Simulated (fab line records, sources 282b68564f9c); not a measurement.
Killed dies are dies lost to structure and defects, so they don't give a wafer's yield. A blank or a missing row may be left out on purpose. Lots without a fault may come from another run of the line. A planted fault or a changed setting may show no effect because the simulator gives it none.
Tool commonality check | flow rit_cmos | 14 lots, 48 wafers sampled

WHY IT WAS OPENED
At RIT_ACTIVE_THK_MEAS_02 the reading ACTIVE_OXIDE_THK is flagged on 2 of 14 lots. Wafers without a fault read 46.6 nm, standard deviation 0.99.
Rule: a lot is flagged when every wafer of it that has a number lies more than 4 standard deviations from that mean, or none has a number. The other lots count as sound.

lot  | measured    | on            | ACTIVE_OXIDE_THK (nm), wafer by wafer | flag
L212 | day 1 13:07 | film_metro-01 | 45.0 44.9 45.5                        |
L213 | day 1 17:55 | film_metro-01 | 47.9 47.8 47.3                        |
L214 | day 1 22:08 | film_metro-04 | 46.8 46.7 46.5                        |
L217 | day 2 14:13 | film_metro-01 | 47.6 47.8 47.3                        |
L219 | day 2 23:28 | film_metro-04 | 46.0 45.6 45.6                        |
L220 | day 3 04:20 | film_metro-04 | 47.0 47.0 46.8                        |
L223 | day 3 19:05 | film_metro-01 | 46.7 47.4 47.4                        |
L224 | day 4 00:04 | film_metro-03 | 47.0 46.7 46.8                        |
L228 | day 4 20:04 | film_metro-04 | 47.1 46.5 47.6                        |
L229 | day 5 02:14 | film_metro-03 | 52.0 51.9 52.0 52.1 51.9 52.0         | FLAGGED
L231 | day 5 11:56 | film_metro-03 | 51.5 50.9 51.0 51.5 50.8 51.0         | FLAGGED
L232 | day 5 16:03 | film_metro-03 | 46.7 46.6 46.6                        |
L234 | day 6 02:05 | film_metro-01 | 47.4 47.5 47.6                        |
L235 | day 6 07:41 | film_metro-01 | 46.9 46.5 46.8                        |
The numbers of the flagged lots are 51.5 nm on average: +4.9 nm against the usual, or +5 standard deviations.

WHICH TOOL RAN EACH LOT
The record holds 1 process step before the reading, out of a route of 202 steps. In each cell: the tool, then ch and the chambers that the sampled wafers went through, then the start.
lot  | flag    | RIT_ACTIVE_OXIDATION_01
L212 |         | furnace-03 ch 0, day 1 11:11
L213 |         | furnace-01 ch 0, day 1 15:59
L214 |         | furnace-01 ch 0, day 1 20:11
L217 |         | furnace-01 ch 0, day 2 12:17
L219 |         | furnace-01 ch 0, day 2 21:31
L220 |         | furnace-04 ch 0, day 3 02:23
L223 |         | furnace-03 ch 0, day 3 17:07
L224 |         | furnace-01 ch 0, day 3 22:07
L228 |         | furnace-03 ch 0, day 4 18:07
L229 | FLAGGED | furnace-01 ch 0, day 5 00:17
L231 | FLAGGED | furnace-01 ch 0, day 5 10:00
L232 |         | furnace-03 ch 0, day 5 14:07
L234 |         | furnace-03 ch 0, day 6 00:07
L235 |         | furnace-04 ch 0, day 6 05:46
What these steps do:
- RIT_ACTIVE_OXIDATION_01: target thk 46.8 nm, ox time 3360 s.
- RIT_ACTIVE_THK_MEAS_02

FLAGGED OVER TOTAL, TOOL BY TOOL (the gauges that took the reading come last)
step                    | tool          | lots run | flagged | share of the flagged lots | sound lots run after its first flagged lot
RIT_ACTIVE_OXIDATION_01 | furnace-01    | 7        | 2       | all                       | 0
RIT_ACTIVE_OXIDATION_01 | furnace-03    | 5        | 0       | none                      | -
RIT_ACTIVE_OXIDATION_01 | furnace-04    | 2        | 0       | none                      | -
RIT_ACTIVE_THK_MEAS_02  | film_metro-01 | 6        | 0       | none                      | -
RIT_ACTIVE_THK_MEAS_02  | film_metro-03 | 4        | 2       | all                       | 1 (L232)
RIT_ACTIVE_THK_MEAS_02  | film_metro-04 | 4        | 0       | none                      | -

WHAT THE TABLE ALLOWS
2 rows of the table ran every flagged lot: furnace-01 at RIT_ACTIVE_OXIDATION_01, film_metro-03 at RIT_ACTIVE_THK_MEAS_02.
- furnace-01 at RIT_ACTIVE_OXIDATION_01: 2 of its 7 lots flagged. Its last sound lot is L224 (day 3 22:07), its first flagged lot L229 (day 5 00:17): a fault that began between those two fits. Its own readings lie more than 4 standard deviations out on every wafer of the flagged lots: spike_tc_centre_C, spike_tc_source_C.
- film_metro-03 at RIT_ACTIVE_THK_MEAS_02: 2 of its 4 lots flagged. Sound lots ran on it after the first flagged one (L232), which a lasting fault on the whole tool wouldn't allow.
One tool is left: furnace-01 at RIT_ACTIVE_OXIDATION_01.

WHAT THE SIMULATOR HAD PUT IN
Process parameter drift: furnace-01, from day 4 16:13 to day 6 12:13, at RIT_ACTIVE_OXIDATION_01. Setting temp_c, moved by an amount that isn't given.
Lots struck among those shown: L229, L231. The rule above found the same.
